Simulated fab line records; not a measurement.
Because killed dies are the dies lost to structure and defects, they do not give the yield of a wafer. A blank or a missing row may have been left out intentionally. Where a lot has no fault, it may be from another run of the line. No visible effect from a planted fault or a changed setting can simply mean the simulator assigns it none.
Which tool did it? / flow berkeleyCmos170 / 24 lots, 72 wafers sampled, at 5 steps of a route of 331

WHAT EACH GAUGE READ, for each wafer
UCB170_V1_THK_MEAS_01. Usual: V1_TEOS_THK gives 1994 nm (standard deviation 25).
lot=L074; measured=day 7 09:38; on=filmMetro-03; V1_TEOS_THK (nm)=1971 1964 2011; flag=
lot=L076; measured=day 7 19:38; on=filmMetro-02; V1_TEOS_THK (nm)=2009 1980 2007; flag=
lot=L075; measured=day 7 19:48; on=filmMetro-03; V1_TEOS_THK (nm)=1983 1995 1991; flag=
lot=L079; measured=day 8 12:59; on=filmMetro-03; V1_TEOS_THK (nm)=1991 1980 2005; flag=
lot=L077; measured=day 8 12:59; on=filmMetro-02; V1_TEOS_THK (nm)=1918 1960 1963; flag=
lot=L078; measured=day 8 13:00; on=filmMetro-04; V1_TEOS_THK (nm)=1967 2010 1998; flag=
lot=L080; measured=day 8 15:39; on=filmMetro-03; V1_TEOS_THK (nm)=1974 2012 2017; flag=
lot=L081; measured=day 8 15:39; on=filmMetro-04; V1_TEOS_THK (nm)=2001 2000 2007; flag=
lot=L082; measured=day 9 03:02; on=filmMetro-03; V1_TEOS_THK (nm)=1980 1984 2002; flag=
lot=L086; measured=day 9 17:57; on=filmMetro-03; V1_TEOS_THK (nm)=1964 1952 2012; flag=
lot=L085; measured=day 9 17:57; on=filmMetro-02; V1_TEOS_THK (nm)=2002 2003 2048; flag=
lot=L084; measured=day 9 17:58; on=filmMetro-04; V1_TEOS_THK (nm)=1981 2040 2002; flag=
lot=L083; measured=day 9 18:07; on=filmMetro-02; V1_TEOS_THK (nm)=1949 2004 2003; flag=
lot=L087; measured=day 9 22:59; on=filmMetro-03; V1_TEOS_THK (nm)=1976 1991 2032; flag=
lot=L088; measured=day 10 08:13; on=filmMetro-04; V1_TEOS_THK (nm)=1981 1966 1995; flag=
lot=L089; measured=day 10 08:13; on=filmMetro-03; V1_TEOS_THK (nm)=1950 1982 2003; flag=
lot=L091; measured=day 10 18:14; on=filmMetro-02; V1_TEOS_THK (nm)=2034 2039 2030; flag=
lot=L094; measured=day 11 00:01; on=filmMetro-02; V1_TEOS_THK (nm)=1984 2022 1968; flag=
lot=L092; measured=day 11 00:02; on=filmMetro-04; V1_TEOS_THK (nm)=1999 2016 2018; flag=
lot=L093; measured=day 11 00:05; on=filmMetro-02; V1_TEOS_THK (nm)=2005 1958 1979; flag=
lot=L090; measured=day 11 00:11; on=filmMetro-04; V1_TEOS_THK (nm)=1979 2012 1988; flag=
lot=L095; measured=day 11 12:05; on=filmMetro-02; V1_TEOS_THK (nm)=1996 1968 2003; flag=
lot=L096; measured=day 11 12:05; on=filmMetro-03; V1_TEOS_THK (nm)=2020 1977 2007; flag=
lot=L097; measured=day 11 23:50; on=filmMetro-03; V1_TEOS_THK (nm)=1967 1984 2023; flag=

UCB170_M2_OVL_MEAS_16. Usual: M2_OVL gives 0 nm (standard deviation 6.9).
lot=L074; measured=day 7 15:29; on=overlay-01; M2_OVL (nm)=-4 -7 -6; flag=
lot=L076; measured=day 8 03:52; on=overlay-01; M2_OVL (nm)=4 5 4; flag=
lot=L075; measured=day 8 03:47; on=overlay-02; M2_OVL (nm)=4 3 4; flag=
lot=L079; measured=day 8 17:39; on=overlay-02; M2_OVL (nm)=2 2 0; flag=
lot=L077; measured=day 8 18:03; on=overlay-01; M2_OVL (nm)=9 5 5; flag=
lot=L078; measured=day 8 21:13; on=overlay-01; M2_OVL (nm)=-4 -2 3; flag=
lot=L080; measured=day 8 21:30; on=overlay-02; M2_OVL (nm)=4 6 4; flag=
lot=L081; measured=day 8 21:59; on=overlay-01; M2_OVL (nm)=0 4 4; flag=
lot=L082; measured=day 9 10:20; on=overlay-01; M2_OVL (nm)=0 6 -2; flag=
lot=L086; measured=day 9 23:59; on=overlay-02; M2_OVL (nm)=0 0 1; flag=
lot=L085; measured=day 10 00:39; on=overlay-02; M2_OVL (nm)=-18 -10 -11; flag=
lot=L084; measured=day 10 00:47; on=overlay-01; M2_OVL (nm)=-10 -10 -11; flag=
lot=L083; measured=day 10 02:19; on=overlay-01; M2_OVL (nm)=3 -3 3; flag=
lot=L087; measured=day 10 06:33; on=overlay-01; M2_OVL (nm)=-6 -1 -6; flag=
lot=L088; measured=day 10 14:02; on=overlay-02; M2_OVL (nm)=-3 1 -3; flag=
lot=L089; measured=day 10 14:19; on=overlay-01; M2_OVL (nm)=5 1 0; flag=
lot=L091; measured=day 11 06:49; on=overlay-01; M2_OVL (nm)=1 -5 -1; flag=
lot=L094; measured=day 11 07:25; on=overlay-02; M2_OVL (nm)=3 3 4; flag=
lot=L092; measured=day 11 08:37; on=overlay-01; M2_OVL (nm)=5 -3 2; flag=
lot=L093; measured=day 11 08:14; on=overlay-02; M2_OVL (nm)=3 3 10; flag=
lot=L090; measured=day 11 08:58; on=overlay-01; M2_OVL (nm)=1 -1 -8; flag=
lot=L095; measured=day 11 16:58; on=overlay-01; M2_OVL (nm)=-20 -8 -18; flag=
lot=L096; measured=day 11 17:17; on=overlay-02; M2_OVL (nm)=15 7 13; flag=
lot=L097; measured=day 12 04:44; on=overlay-01; M2_OVL (nm)=0 2 -5; flag=

UCB170_M3_THK_MEAS_03: measures by xrf. Usual: M3_AL_THK gives 913 nm (standard deviation 10).
lot=L074; measured=day 7 19:35; on=filmMetro-03; M3_AL_THK (nm)=908 910 904; flag=
lot=L076; measured=day 8 07:25; on=filmMetro-01; M3_AL_THK (nm)=923 912 928; flag=
lot=L075; measured=day 8 07:38; on=filmMetro-03; M3_AL_THK (nm)=908 905 908; flag=
lot=L079; measured=day 8 21:03; on=filmMetro-03; M3_AL_THK (nm)=883 900 895; flag=
lot=L077; measured=day 8 21:40; on=filmMetro-01; M3_AL_THK (nm)=905 904 910; flag=
lot=L078; measured=day 9 01:50; on=filmMetro-04; M3_AL_THK (nm)=909 921 902; flag=
lot=L080; measured=day 9 02:20; on=filmMetro-03; M3_AL_THK (nm)=907 915 912; flag=
lot=L081; measured=day 9 02:27; on=filmMetro-04; M3_AL_THK (nm)=920 927 927; flag=
lot=L082; measured=day 9 13:29; on=filmMetro-04; M3_AL_THK (nm)=940 913 921; flag=
lot=L086; measured=day 10 04:28; on=filmMetro-01; M3_AL_THK (nm)=896 908 898; flag=
lot=L085; measured=day 10 04:50; on=filmMetro-04; M3_AL_THK (nm)=907 924 910; flag=
lot=L084; measured=day 10 05:27; on=filmMetro-03; M3_AL_THK (nm)=899 894 892; flag=
lot=L083; measured=day 10 06:02; on=filmMetro-01; M3_AL_THK (nm)=901 921 913; flag=
lot=L087; measured=day 10 10:19; on=filmMetro-03; M3_AL_THK (nm)=902 896 909; flag=
lot=L088; measured=day 10 17:08; on=filmMetro-04; M3_AL_THK (nm)=911 913 917; flag=
lot=L089; measured=day 10 17:41; on=filmMetro-01; M3_AL_THK (nm)=909 906 907; flag=
lot=L091; measured=day 11 11:00; on=filmMetro-03; M3_AL_THK (nm)=921 925 923; flag=
lot=L094; measured=day 11 11:06; on=filmMetro-04; M3_AL_THK (nm)=919 907 918; flag=
lot=L092; measured=day 11 12:21; on=filmMetro-04; M3_AL_THK (nm)=909 912 911; flag=
lot=L093; measured=day 11 12:02; on=filmMetro-01; M3_AL_THK (nm)=923 920 925; flag=
lot=L090; measured=day 11 12:53; on=filmMetro-03; M3_AL_THK (nm)=904 905 917; flag=
lot=L095; measured=day 11 20:07; on=filmMetro-01; M3_AL_THK (nm)=925 928 917; flag=
lot=L096; measured=day 11 20:40; on=filmMetro-04; M3_AL_THK (nm)=899 918 908; flag=
lot=L097; measured=day 12 10:11; on=filmMetro-03; M3_AL_THK (nm)=922 925 928; flag=

EACH LOT AND THE TOOL THAT RAN IT (in order: tool; ch and the chambers of the sampled wafers; start)
lot=L074; UCB170_CONTACT_ETCH_18=rieDiel-02 ch 1,2,3, day 7 09:38 or earlier; UCB170_M3_SPUTTER_01=pvdSputter-01, day 7 19:23
lot=L076; UCB170_CONTACT_ETCH_18=rieDiel-01 ch 1,2,3, day 7 19:38 or earlier; UCB170_M3_SPUTTER_01=pvdSputter-03, day 8 07:12
lot=L075; UCB170_CONTACT_ETCH_18=rieDiel-04 ch 0,1,3, day 7 19:48 or earlier; UCB170_M3_SPUTTER_01=pvdSputter-01, day 8 07:26
lot=L079; UCB170_CONTACT_ETCH_18=rieDiel-01 ch 0,1, day 8 12:59 or earlier; UCB170_M3_SPUTTER_01=pvdSputter-01, day 8 20:50
lot=L077; UCB170_CONTACT_ETCH_18=rieDiel-02 ch 1,3, day 8 12:59 or earlier; UCB170_M3_SPUTTER_01=pvdSputter-04, day 8 21:26
lot=L078; UCB170_CONTACT_ETCH_18=rieDiel-04 ch 2,3, day 8 13:00 or earlier; UCB170_M3_SPUTTER_01=pvdSputter-01, day 9 01:38
lot=L080; UCB170_CONTACT_ETCH_18=rieDiel-01 ch 0,2, day 8 15:39 or earlier; UCB170_M3_SPUTTER_01=pvdSputter-03, day 9 02:07
lot=L081; UCB170_CONTACT_ETCH_18=rieDiel-02 ch 0,3, day 8 15:39 or earlier; UCB170_M3_SPUTTER_01=pvdSputter-04, day 9 02:14
lot=L082; UCB170_CONTACT_ETCH_18=rieDiel-02 ch 0,2,3, day 9 03:02 or earlier; UCB170_M3_SPUTTER_01=pvdSputter-03, day 9 13:17
lot=L086; UCB170_CONTACT_ETCH_18=rieDiel-02 ch 0,3, day 9 17:57 or earlier; UCB170_M3_SPUTTER_01=pvdSputter-03, day 10 04:16
lot=L085; UCB170_CONTACT_ETCH_18=rieDiel-02 ch 0,2,3, day 9 17:57 or earlier; UCB170_M3_SPUTTER_01=pvdSputter-04, day 10 04:38
lot=L084; UCB170_CONTACT_ETCH_18=rieDiel-01 ch 1,2,3, day 9 17:58 or earlier; UCB170_M3_SPUTTER_01=pvdSputter-01, day 10 05:14
lot=L083; UCB170_CONTACT_ETCH_18=rieDiel-02 ch 2,3, day 9 18:07 or earlier; UCB170_M3_SPUTTER_01=pvdSputter-03, day 10 05:50
lot=L087; UCB170_CONTACT_ETCH_18=rieDiel-04 ch 2,3, day 9 22:59 or earlier; UCB170_M3_SPUTTER_01=pvdSputter-04, day 10 10:06
lot=L088; UCB170_CONTACT_ETCH_18=rieDiel-02 ch 0,1,2, day 10 08:13 or earlier; UCB170_M3_SPUTTER_01=pvdSputter-03, day 10 16:56
lot=L089; UCB170_CONTACT_ETCH_18=rieDiel-04 ch 0,1,3, day 10 08:13 or earlier; UCB170_M3_SPUTTER_01=pvdSputter-04, day 10 17:29
lot=L091; UCB170_CONTACT_ETCH_18=rieDiel-04 ch 0,1,3, day 10 18:14 or earlier; UCB170_M3_SPUTTER_01=pvdSputter-04, day 11 10:47
lot=L094; UCB170_CONTACT_ETCH_18=rieDiel-01 ch 0,1, day 11 00:01 or earlier; UCB170_M3_SPUTTER_01=pvdSputter-01, day 11 10:54
lot=L092; UCB170_CONTACT_ETCH_18=rieDiel-04 ch 0,3, day 11 00:02 or earlier; UCB170_M3_SPUTTER_01=pvdSputter-04, day 11 12:08
lot=L093; UCB170_CONTACT_ETCH_18=rieDiel-01 ch 1,2, day 11 00:05 or earlier; UCB170_M3_SPUTTER_01=pvdSputter-03, day 11 11:50
lot=L090; UCB170_CONTACT_ETCH_18=rieDiel-02 ch 0,1,2, day 11 00:11 or earlier; UCB170_M3_SPUTTER_01=pvdSputter-01, day 11 12:41
lot=L095; UCB170_CONTACT_ETCH_18=rieDiel-01 ch 0,1,2, day 11 12:05 or earlier; UCB170_M3_SPUTTER_01=pvdSputter-04, day 11 19:54
lot=L096; UCB170_CONTACT_ETCH_18=rieDiel-02 ch 0,1,2, day 11 12:05 or earlier; UCB170_M3_SPUTTER_01=pvdSputter-03, day 11 20:28
lot=L097; UCB170_CONTACT_ETCH_18=rieDiel-04 ch 0,1, day 11 23:50 or earlier; UCB170_M3_SPUTTER_01=pvdSputter-04, day 12 09:59
- UCB170_CONTACT_ETCH_18: etches PSG in CHF3/CF4/Ar, stops on TiSi2, target depth 840 nm, time 195 s.
- UCB170_M3_SPUTTER_01: material Al, target thk 900 nm, time 120 s.

WHAT THE TOOLS THEMSELVES READ (means of the sampled wafers that have a number; where no wafer has one, the mark that the record gives instead)
UCB170_CONTACT_ETCH_18. Usual: drypumpMotorCurrentA 5.89 A, standard deviation 0.3; oesProductAu 0.898 a.u., standard deviation 0.014; throttleValvePct 6.99 %, standard deviation 0.1.
lot=L074; tool=rieDiel-02; drypumpMotorCurrentA (A)=5.78; oesProductAu (a.u.)=0.880; throttleValvePct (%)=6.88; flag=
lot=L076; tool=rieDiel-01; drypumpMotorCurrentA (A)=5.67; oesProductAu (a.u.)=0.902; throttleValvePct (%)=6.98; flag=
lot=L075; tool=rieDiel-04; drypumpMotorCurrentA (A)=5.80; oesProductAu (a.u.)=0.903; throttleValvePct (%)=7.05; flag=
lot=L079; tool=rieDiel-01; drypumpMotorCurrentA (A)=5.72; oesProductAu (a.u.)=0.903; throttleValvePct (%)=7.00; flag=
lot=L077; tool=rieDiel-02; drypumpMotorCurrentA (A)=5.61; oesProductAu (a.u.)=0.891; throttleValvePct (%)=6.92; flag=
lot=L078; tool=rieDiel-04; drypumpMotorCurrentA (A)=6.09; oesProductAu (a.u.)=0.901; throttleValvePct (%)=7.02; flag=
lot=L080; tool=rieDiel-01; drypumpMotorCurrentA (A)=6.15; oesProductAu (a.u.)=0.903; throttleValvePct (%)=7.03; flag=
lot=L081; tool=rieDiel-02; drypumpMotorCurrentA (A)=5.79; oesProductAu (a.u.)=0.901; throttleValvePct (%)=6.94; flag=
lot=L082; tool=rieDiel-02; drypumpMotorCurrentA (A)=5.95; oesProductAu (a.u.)=0.894; throttleValvePct (%)=6.94; flag=
lot=L086; tool=rieDiel-02; drypumpMotorCurrentA (A)=5.94; oesProductAu (a.u.)=0.903; throttleValvePct (%)=7.02; flag=
lot=L085; tool=rieDiel-02; drypumpMotorCurrentA (A)=5.95; oesProductAu (a.u.)=0.895; throttleValvePct (%)=6.93; flag=
lot=L084; tool=rieDiel-01; drypumpMotorCurrentA (A)=5.67; oesProductAu (a.u.)=0.911; throttleValvePct (%)=6.98; flag=
lot=L083; tool=rieDiel-02; drypumpMotorCurrentA (A)=5.79; oesProductAu (a.u.)=0.913; throttleValvePct (%)=6.85; flag=
lot=L087; tool=rieDiel-04; drypumpMotorCurrentA (A)=6.09; oesProductAu (a.u.)=0.894; throttleValvePct (%)=7.00; flag=
lot=L088; tool=rieDiel-02; drypumpMotorCurrentA (A)=5.94; oesProductAu (a.u.)=0.890; throttleValvePct (%)=6.97; flag=
lot=L089; tool=rieDiel-04; drypumpMotorCurrentA (A)=5.83; oesProductAu (a.u.)=0.892; throttleValvePct (%)=7.06; flag=
lot=L091; tool=rieDiel-04; drypumpMotorCurrentA (A)=5.80; oesProductAu (a.u.)=0.897; throttleValvePct (%)=7.06; flag=
lot=L094; tool=rieDiel-01; drypumpMotorCurrentA (A)=5.85; oesProductAu (a.u.)=0.898; throttleValvePct (%)=6.98; flag=
lot=L092; tool=rieDiel-04; drypumpMotorCurrentA (A)=5.78; oesProductAu (a.u.)=0.918; throttleValvePct (%)=7.05; flag=
lot=L093; tool=rieDiel-01; drypumpMotorCurrentA (A)=6.14; oesProductAu (a.u.)=0.910; throttleValvePct (%)=7.12; flag=
lot=L090; tool=rieDiel-02; drypumpMotorCurrentA (A)=5.96; oesProductAu (a.u.)=0.886; throttleValvePct (%)=6.96; flag=
lot=L095; tool=rieDiel-01; drypumpMotorCurrentA (A)=5.99; oesProductAu (a.u.)=0.899; throttleValvePct (%)=7.04; flag=
lot=L096; tool=rieDiel-02; drypumpMotorCurrentA (A)=5.95; oesProductAu (a.u.)=0.895; throttleValvePct (%)=6.97; flag=
lot=L097; tool=rieDiel-04; drypumpMotorCurrentA (A)=5.73; oesProductAu (a.u.)=0.895; throttleValvePct (%)=7.04; flag=

UCB170_M3_SPUTTER_01. Usual: throttleValvePct at 30.1 %, with a standard deviation of 1.4.
lot=L074; tool=pvdSputter-01; throttleValvePct (%)=30.9; flag=
lot=L076; tool=pvdSputter-03; throttleValvePct (%)=30.3; flag=
lot=L075; tool=pvdSputter-01; throttleValvePct (%)=31.0; flag=
lot=L079; tool=pvdSputter-01; throttleValvePct (%)=31.0; flag=
lot=L077; tool=pvdSputter-04; throttleValvePct (%)=31.0; flag=
lot=L078; tool=pvdSputter-01; throttleValvePct (%)=31.0; flag=
lot=L080; tool=pvdSputter-03; throttleValvePct (%)=29.2; flag=
lot=L081; tool=pvdSputter-04; throttleValvePct (%)=29.6; flag=
lot=L082; tool=pvdSputter-03; throttleValvePct (%)=28.8; flag=
lot=L086; tool=pvdSputter-03; throttleValvePct (%)=29.2; flag=
lot=L085; tool=pvdSputter-04; throttleValvePct (%)=29.3; flag=
lot=L084; tool=pvdSputter-01; throttleValvePct (%)=30.3; flag=
lot=L083; tool=pvdSputter-03; throttleValvePct (%)=31.0; flag=
lot=L087; tool=pvdSputter-04; throttleValvePct (%)=29.9; flag=
lot=L088; tool=pvdSputter-03; throttleValvePct (%)=30.5; flag=
lot=L089; tool=pvdSputter-04; throttleValvePct (%)=30.7; flag=
lot=L091; tool=pvdSputter-04; throttleValvePct (%)=30.3; flag=
lot=L094; tool=pvdSputter-01; throttleValvePct (%)=30.9; flag=
lot=L092; tool=pvdSputter-04; throttleValvePct (%)=28.4; flag=
lot=L093; tool=pvdSputter-03; throttleValvePct (%)=29.1; flag=
lot=L090; tool=pvdSputter-01; throttleValvePct (%)=29.4; flag=
lot=L095; tool=pvdSputter-04; throttleValvePct (%)=29.8; flag=
lot=L096; tool=pvdSputter-03; throttleValvePct (%)=29.0; flag=
lot=L097; tool=pvdSputter-04; throttleValvePct (%)=29.4; flag=

THE ANSWER, worked out from the rows above alone
Rule: a lot counts as off when the mean over its wafers that have a number is more than 3 standard deviations away from the usual mean. Also off: a lot with no number at a reading for which 4 or more lots have one. The other lots that the step has rows for count as sound. After the gauges, taken in route order, come the tools' own readings; for these a lot's mean is taken, as printed above. The first step at which some lot is off is used, and at that step the reading that is off furthest; a lot without a number counts as furthest.
No lot is off at any reading shown: from this, nothing can be told.

WHAT THE SIMULATOR HAD INSERTED
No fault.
